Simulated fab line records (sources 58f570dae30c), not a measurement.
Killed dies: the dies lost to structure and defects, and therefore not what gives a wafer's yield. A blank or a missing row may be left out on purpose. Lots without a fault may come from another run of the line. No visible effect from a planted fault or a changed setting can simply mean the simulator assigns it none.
Struck lot and sound lot, side by side / flow berkeley-cmos170 / 14 steps out of a route of 331
Sound: these wafers, L475.1, L475.2, L475.4. The struck wafers were L473.1, L473.4, L473.6. At the end, the cause is stated.
For every step that has rows: the tool of each side, followed by ch and its chambers, followed by its first start. Under that, the readings that differ: sound wafers / struck wafers / difference of the means / sigmas: that difference in standard deviations of wafers without a fault.
alike: readings with means less than 2 such deviations apart, plus words and numbers identical on both sides. not compared: withheld readings, readings lacking a value on some wafer, bounds such as >300 that could conceal the same value, and numbers that have no deviation in the record and whose values overlap.
Wherever a step has rows on one side only, a row that says differs or no value, or a row with sigmas, the two part there. Numbers that don't overlap but have no deviation are shown without sigmas and don't part them. Lack of a reading on every wafer of one side parts them only where that side has two or more wafers.

first, 4 steps without rows for these wafers: UCB170_ZERO_SOFTBAKE_02 (time 60 s); UCB170_ZERO_EXPOSE_03 (exposes mask PM MARKS, target cd 4000 nm); UCB170_ZERO_PEB_04; UCB170_ZERO_DEVELOP_05 (develop time 45 s).
UCB170_ZERO_ETCH_06: etches SiO2 in CHF3/CF4/Ar, time 12 s.
  sound on rie-diel-01 ch 0,1,2, day 4 09:13; struck on rie-diel-01 ch 0,2,3, day 4 00:28
  alike: drypump-motor-current-A, oes-product-au, throttle-valve-pct
  not compared: rf-hours-counter-h
UCB170_ZERO_STRIP_07: strips in O2.
  sound on plasma-asher-02 ch 0,1, day 4 09:14; struck on plasma-asher-02 ch 0,1, day 4 00:29
  alike: drypump-motor-current-A, oes-product-au, strip-time-to-endpoint-s
  not compared: rf-hours-counter-h
then, 2 steps without rows for these wafers: UCB170_NWELL_WET_ETCH_00 (etches SiO2 in dHF, time 200 s); UCB170_NWELL_OXIDATION_01 (target thk 26.4 nm, ox time 1260 s).
UCB170_NWELL_THK_MEAS_02:
  sound on film-metro-01 at day 4 16:56; struck on film-metro-02 at day 4 06:29
  alike: NWELL_OXIDE_THK
then, 2 steps without rows for these wafers: UCB170_NWELL_ANNEAL_03 (time 900 s); UCB170_NWELL_CVD_04 (deposits Si3N4 from SiH2Cl2/NH3, target thk 224 nm, time 3360 s).
UCB170_NWELL_THK_MEAS_05:
  sound on film-metro-01 at day 5 00:13; struck on film-metro-03 at day 4 12:54
  alike: NWELL_NITRIDE_THK
UCB170_NWELL_HMDS_06: prime time 60 s.
  sound on litho-track-01 ch 0, day 5 00:26; struck on litho-track-02 ch 0, day 4 12:58
reading=prime-temp-c (C); sound=100.09 100.09 99.90; struck=97.36 97.28 97.18; difference=-2.75; sigmas=-21
  alike: chill-plate-temp-C
then, 1 step without rows for these wafers: UCB170_NWELL_COAT_07 (resist thk 900 nm).

## WHERE THEY PART
UCB170_NWELL_HMDS_06 only, going by this record.

WHY: whatever the simulator had introduced
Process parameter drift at UCB170_NWELL_HMDS_06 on litho-track-02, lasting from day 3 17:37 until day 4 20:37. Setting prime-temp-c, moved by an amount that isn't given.
